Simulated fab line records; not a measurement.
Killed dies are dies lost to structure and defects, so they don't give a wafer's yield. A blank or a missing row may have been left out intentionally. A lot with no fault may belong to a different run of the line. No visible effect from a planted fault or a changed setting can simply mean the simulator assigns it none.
Comparing a struck lot with a sound one | flow rit-cmos | 14 steps out of a route of 202
Sound: these wafers, L519.1, L519.3, L519.4. Wafers L517.1, L517.3, L517.5 were the ones struck. At the end, the cause is stated.
Per side, at each step with rows, come the tool, then ch with its chambers, and then its first start. Under that, the readings that differ: sound wafers | struck wafers | difference of the means | sigmas: that difference in standard deviations of wafers without a fault.
alike: a reading whose means differ by less than 2 such deviations, as well as words and numbers matching on both sides. not compared: withheld readings; readings where some wafer has no value; bounds like >300 that might hide an equal value; numbers whose values overlap and for which the record gives no deviation.
The two part at a step that has a row with sigmas, a row that says differs or no value, or rows on one side only. When numbers do not overlap yet have no deviation, they are printed without sigmas and do not part them. A reading missing from all wafers of one side parts the sides only when that side holds two or more wafers.

RIT_SILICIDE_SPUTTER_01: material Ti, target thk 30 nm, time 240 s.
  sound: pvd-sputter-01 at day 5 16:58; struck: pvd-sputter-01 at day 5 03:28
  alike: throttle-valve-pct
RIT_SILICIDE_RS_MEAS_02: a four-point-probe measurement.
  sound: film-metro-04 at day 5 17:07; struck: film-metro-03 at day 5 03:38
  alike: SILICIDE_TI_RS
RIT_SILICIDE_THK_MEAS_03: measures by xrf.
  sound: film-metro-04 at day 5 17:14; struck: film-metro-03 at day 5 03:46
  alike: SILICIDE_TI_THK
RIT_SILICIDE_RTA_04: time 10 s, ramp up 5 s, ramp down 5 s.
  sound on rtp-anneal-02 ch 0, day 5 17:18; struck on rtp-anneal-02 ch 0, day 5 03:49
  alike: wafer_temp_C_max
then, 1 step without rows for these wafers: RIT_SILICIDE_WET_ETCH_05 (etches Ti in SPM, time 120 s).
RIT_SILICIDE_RTA_06: time 10 s, ramp up 5 s, ramp down 10 s.
  sound on rtp-anneal-01 ch 0, day 5 17:25; struck on rtp-anneal-01 ch 0, day 5 03:55
  alike: wafer_temp_C_max
RIT_CONTACT_CVD_00: deposits SiO2 from TEOS, target thk 400 nm, time 61 s.
  sound on pecvd-01 ch 0,1,2, day 5 17:29; struck on pecvd-03 ch 0,1,2, day 5 03:59
  alike: heater-power-w
RIT_CONTACT_THK_MEAS_01:
  sound: film-metro-04 at day 5 17:32; struck: film-metro-04 at day 5 04:02
  alike: CONTACT_TEOS_THK
then, 4 steps without rows for these wafers: RIT_CONTACT_HMDS_02 (prime time 60 s); RIT_CONTACT_COAT_03 (resist thk 1000 nm); RIT_CONTACT_SOFTBAKE_04 (time 60 s); RIT_CONTACT_EXPOSE_05 (exposes mask M11, target cd 1000 nm).
RIT_CONTACT_PEB_06:
  struck on litho-track-03, day 5 04:52; sound on litho-track-02 ch 0, day 5 18:17
  reading         | sound          | struck | difference                    | sigmas
  exhaust-pa (Pa) | 44.2 43.9 44.7 | - - -  | no value on the struck wafers |
  not compared: chill-plate-temp-C
then, 1 step without rows for these wafers: RIT_CONTACT_DEVELOP_07 (develop time 120 s).

## WHERE THEY PART
RIT_CONTACT_PEB_06 only, going by this record.

WHY: whatever the simulator had introduced
Entire step skipped (litho-track-03, RIT_CONTACT_PEB_06), from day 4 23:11 onward. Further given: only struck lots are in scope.
